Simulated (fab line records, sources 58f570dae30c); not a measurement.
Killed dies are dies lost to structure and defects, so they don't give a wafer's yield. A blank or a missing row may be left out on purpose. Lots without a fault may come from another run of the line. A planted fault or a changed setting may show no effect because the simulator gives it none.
Which tool did it? | flow berkeley_cmos170 | 14 lots, 42 wafers sampled, at 4 steps of a route of 331

WHAT THE GAUGES READ, wafer by wafer
UCB170_NLDD_OVL_MEAS_07.
lot  | measured     | on         | NLDD_OVL (nm)
L979 | day 5 21:29  | overlay-02 | 4 0 -5
L982 | day 6 18:44  | overlay-02 | 3 10 6
L983 | day 6 23:05  | overlay-02 | 7 0 8
L985 | day 7 09:33  | overlay-02 | -2 -1 -11
L988 | day 7 21:17  | overlay-02 | 3 0 2
L989 | day 8 17:58  | overlay-02 | 8 6 -1
L992 | day 9 00:40  | overlay-01 | -7 -4 -3
L997 | day 10 11:30 | overlay-02 | 0 -1 -8
L998 | day 10 11:56 | overlay-02 | 5 1 -1
L100 | day 10 12:12 | overlay-02 | -1 -7 -4
L102 | day 11 02:11 | overlay-02 | -2 0 -2
L101 | day 11 02:14 | overlay-01 | 3 5 0

UCB170_V1_THK_MEAS_04.
lot  | measured     | on            | V1_POLISHED_THK (nm)
L979 | day 6 20:35  | film_metro-04 | 1000.5 1001.6 1000.4
L982 | day 7 22:32  | film_metro-03 | 1001.9 1000.4 999.2
L983 | day 7 22:34  | film_metro-01 | 1000.3 1001.7 1000.6
L985 | day 8 08:36  | film_metro-01 | 999.2 999.2 997.9
L988 | day 9 01:04  | film_metro-04 | 999.0 999.7 1000.5
L989 | day 9 19:01  | film_metro-03 | 1000.0 999.3 999.8
L992 | day 9 23:43  | film_metro-04 | 1000.9 1001.7 1000.3
L997 | day 11 12:13 | film_metro-04 | 1000.8 1000.7 1001.8
L998 | day 11 15:12 | film_metro-04 | 1000.8 1000.0 1000.2
L100 | day 11 15:29 | film_metro-01 | 1000.4 999.7 1000.0
L102 | day 12 04:54 | film_metro-03 | 999.8 1000.0 1000.0
L101 | day 12 04:53 | film_metro-01 | 1000.4 1000.1 1000.1

WHICH TOOL RAN EACH LOT (tool, then ch and the chambers of the sampled wafers, then the start)
lot  | UCB170_ZERO_STRIP_07                | UCB170_FIELD_WET_ETCH_05
L979 | plasma_asher-02 ch 0,1, day 1 16:26 | wet_bench-04 ch 1, day 4 08:52
L982 | plasma_asher-02 ch 0,1, day 2 09:53 | wet_bench-04 ch 1, day 5 05:39
L983 | plasma_asher-02 ch 0,1, day 2 14:05 | wet_bench-04 ch 1, day 5 12:34
L985 | plasma_asher-03 ch 0,1, day 2 23:53 | wet_bench-01 ch 1, day 5 16:21
L986 | plasma_asher-04 ch 0,1, day 3 07:43 | wet_bench-04 ch 0, day 6 08:07
L987 | plasma_asher-03 ch 0,1, day 3 11:54 | wet_bench-04 ch 0, day 6 08:07
L988 | plasma_asher-03 ch 0,1, day 3 16:13 | wet_bench-04 ch 3, day 6 08:07
L989 | plasma_asher-02 ch 0,1, day 3 21:53 | wet_bench-04 ch 3, day 7 02:19
L992 | plasma_asher-03 ch 0,1, day 4 13:59 | wet_bench-04 ch 0, day 7 08:31
L997 | plasma_asher-03 ch 0,1, day 5 11:16 | wet_bench-04 ch 0, day 8 18:23
L998 | plasma_asher-03 ch 0,1, day 5 17:46 | wet_bench-04 ch 2, day 8 18:23
L100 | plasma_asher-03 ch 0, day 6 05:44   | wet_bench-04 ch 0, day 8 18:23
L102 | plasma_asher-03 ch 0,1, day 6 12:04 | wet_bench-04 ch 2, day 9 12:40
L101 | plasma_asher-04 ch 0, day 6 12:20   | wet_bench-04 ch 0, day 9 12:40
- UCB170_ZERO_STRIP_07: strips in O2.
- UCB170_FIELD_WET_ETCH_05: etches Si3N4 in H3PO4, time 12600 s.

WHAT THE TOOLS THEMSELVES READ (means of the sampled wafers that have a number; where no wafer has one, the mark that the record gives instead)
UCB170_ZERO_STRIP_07.
lot  | tool            | drypump_motor_current_A (A) | oes_product_au (a.u.) | strip_time_to_endpoint_s (s)
L979 | plasma_asher-02 | 5.9                         | 0.725                 | 21.49
L982 | plasma_asher-02 | 6.0                         | 0.731                 | 21.38
L983 | plasma_asher-02 | 6.0                         | 0.726                 | 21.41
L985 | plasma_asher-03 | 6.6                         | 0.735                 | 21.53
L986 | plasma_asher-04 | 5.1                         | 0.729                 | 21.40
L987 | plasma_asher-03 | 6.5                         | 0.729                 | 21.52
L988 | plasma_asher-03 | 6.5                         | 0.728                 | 21.41
L989 | plasma_asher-02 | 6.1                         | 0.726                 | 21.51
L992 | plasma_asher-03 | 6.6                         | 0.726                 | 21.52
L997 | plasma_asher-03 | 6.4                         | 0.727                 | 21.59
L998 | plasma_asher-03 | 6.5                         | 0.720                 | 21.49
L100 | plasma_asher-03 | 6.3                         | 0.724                 | 21.67
L102 | plasma_asher-03 | 6.6                         | 0.725                 | 21.56
L101 | plasma_asher-04 | 5.2                         | 0.728                 | 21.47

UCB170_FIELD_WET_ETCH_05.
lot  | tool         | bath_guard_temp_C (C) | bath_heat_duty_pct (%)
L979 | wet_bench-04 | 160.1                 | 31.2
L982 | wet_bench-04 | 160.0                 | 30.2
L983 | wet_bench-04 | 160.1                 | 30.5
L985 | wet_bench-01 | 159.7                 | 30.4
L986 | wet_bench-04 | -                     | -
L987 | wet_bench-04 | -                     | -
L988 | wet_bench-04 | 160.5                 | 24.2
L989 | wet_bench-04 | 160.6                 | 24.0
L992 | wet_bench-04 | 159.5                 | 29.8
L997 | wet_bench-04 | 159.4                 | 30.3
L998 | wet_bench-04 | 159.7                 | 25.5
L100 | wet_bench-04 | 159.4                 | 29.1
L102 | wet_bench-04 | 159.9                 | 26.3
L101 | wet_bench-04 | 159.6                 | 30.5

THE ANSWER, worked out from the rows above alone
Rule: what is usual is taken from the lots themselves. Put in order of their means at a reading, lots are off if they are a third of the lots or fewer, leave a main group of 4 or more, and stand apart from it by a gap of 3 or more times the standard deviation of the main group's means; of several such gaps the widest counts. A main group whose means are all the same, to the digits that the tables above print for the reading, isn't used. A lot without any number at a reading at which 4 lots or more have one is off too. The other lots that the step has rows for count as sound. The gauges are gone through in route order, then the tools' own readings, and for those a lot's mean is taken as printed above. The first step at which some lot is off is used, and at that step the reading that is off furthest; a lot without a number counts as furthest.
Off: L986, L987, at UCB170_FIELD_WET_ETCH_05 (bath_guard_temp_C). Without a number there: L986, L987. The main group: mean 159.9 C, standard deviation 0.38.
A tool fits if, at that step or a process step before it, it ran every lot that is off, and no sound lot after the first of them. None of those tried fits.

WHAT THE SIMULATOR HAD PUT IN
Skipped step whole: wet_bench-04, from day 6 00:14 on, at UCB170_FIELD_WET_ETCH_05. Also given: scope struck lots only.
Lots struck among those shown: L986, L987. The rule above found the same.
